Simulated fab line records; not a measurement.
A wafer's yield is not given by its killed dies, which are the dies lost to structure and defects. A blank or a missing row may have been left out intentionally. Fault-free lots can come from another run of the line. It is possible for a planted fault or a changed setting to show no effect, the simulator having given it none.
A lot that was struck, set against a sound lot | flow berkeley_cmos170 | 15 out of 331 route steps
Sound: wafers L719.3, L719.4, L719.6. Struck: wafer L736.2 (L736.1, L736.6, from the same lot, were not struck and are left out); the cause is given at the end.
At each step with rows: each side's tool, then ch and its chambers, then its first start. Under that, the readings that differ: sound wafers | struck wafers | difference of the means | sigmas: that difference in standard deviations of wafers without a fault.
alike: readings whose means differ by less than 2 such deviations, and words and numbers that are the same on both sides. not compared: withheld readings, readings that some wafer has no value for, bounds like >300 that may hide the same value, and numbers for which the record gives no deviation and whose values overlap.
Wherever a step has rows on one side only, a row that says differs or no value, or a row with sigmas, the two part there. When numbers do not overlap yet have no deviation, they are printed without sigmas and do not part them. A reading that every wafer of one side lacks parts them only if that side has two wafers or more.

first, 1 step without rows for these wafers: UCB170_M3_SOFTBAKE_06 (time 60 s).
UCB170_M3_STRIP_07: strips in O2.
  sound on plasma_asher-02 ch 0,1, day 7 12:56; struck on plasma_asher-03 ch 1, day 11 14:03
  reading                | sound | struck | difference                   | sigmas
  rf_hours_counter_h (h) | - - - | 54     | no value on the sound wafers |
  alike: drypump_motor_current_A, oes_product_au, strip_time_to_endpoint_s
then, 7 steps without rows for these wafers: UCB170_M3_STRIP_08 (strips KrF in DMSO, time 600 s); UCB170_M3_COAT_09; UCB170_M3_COAT_10 (resist thk 900 nm); UCB170_M3_SOFTBAKE_11 (time 60 s); UCB170_M3_EXPOSE_12 (exposes mask METAL3, target cd 700 nm); UCB170_M3_PEB_13; UCB170_M3_DEVELOP_14 (develop time 45 s).
UCB170_M3_CD_MEAS_15 targets a cd of 700 nm.
  sound on cd_sem-01, day 7 14:13; struck on cd_sem-01, day 11 15:11
  alike: cd_nm
UCB170_M3_OVL_MEAS_16:
  sound on overlay-01, day 7 14:19; struck on overlay-01, day 11 15:18
  alike: M3_OVL
UCB170_M3_ETCH_17: etches BARC in N2/H2.
  sound on rie_diel-03 ch 1,3, day 7 14:20; struck on rie_diel-01 ch 3, day 11 15:20
  alike: bias_w, drypump_motor_current_A, n2_flow_sccm, oes_product_au, throttle_valve_pct
UCB170_M3_METAL_ETCH_18: etches Al in Cl2/BCl3, stops on SiO2, target depth 1170 nm, time 195 s.
  sound on rie_metal-01 ch 0,1, day 7 14:26; struck on rie_metal-01 ch 0, day 11 15:23
  reading                | sound             | struck | difference                   | sigmas
  bias_w (W)             | 120.3 119.6 120.7 | 125.2  | +5.0                         | +13
  rf_hours_counter_h (h) | - - -             | 5      | no value on the sound wafers |
  alike: drypump_motor_current_A, he_backside_leak_sccm, oes_product_au, throttle_valve_pct
UCB170_M3_STRIP_19: strips in O2.
  sound on plasma_asher-01 ch 0,1, day 7 14:36; struck on plasma_asher-03 ch 0, day 11 15:34
  reading                | sound | struck | difference                   | sigmas
  rf_hours_counter_h (h) | - - - | 54     | no value on the sound wafers |
  alike: drypump_motor_current_A, oes_product_au
UCB170_M3_PROBE_99:
  the record has rows for the struck wafers here (prober-02, day 11 15:58) and none for the sound ones

## WHERE THEY PART
First at UCB170_M3_STRIP_07; last, within this record, at UCB170_M3_PROBE_99.

WHY: whatever the simulator had introduced
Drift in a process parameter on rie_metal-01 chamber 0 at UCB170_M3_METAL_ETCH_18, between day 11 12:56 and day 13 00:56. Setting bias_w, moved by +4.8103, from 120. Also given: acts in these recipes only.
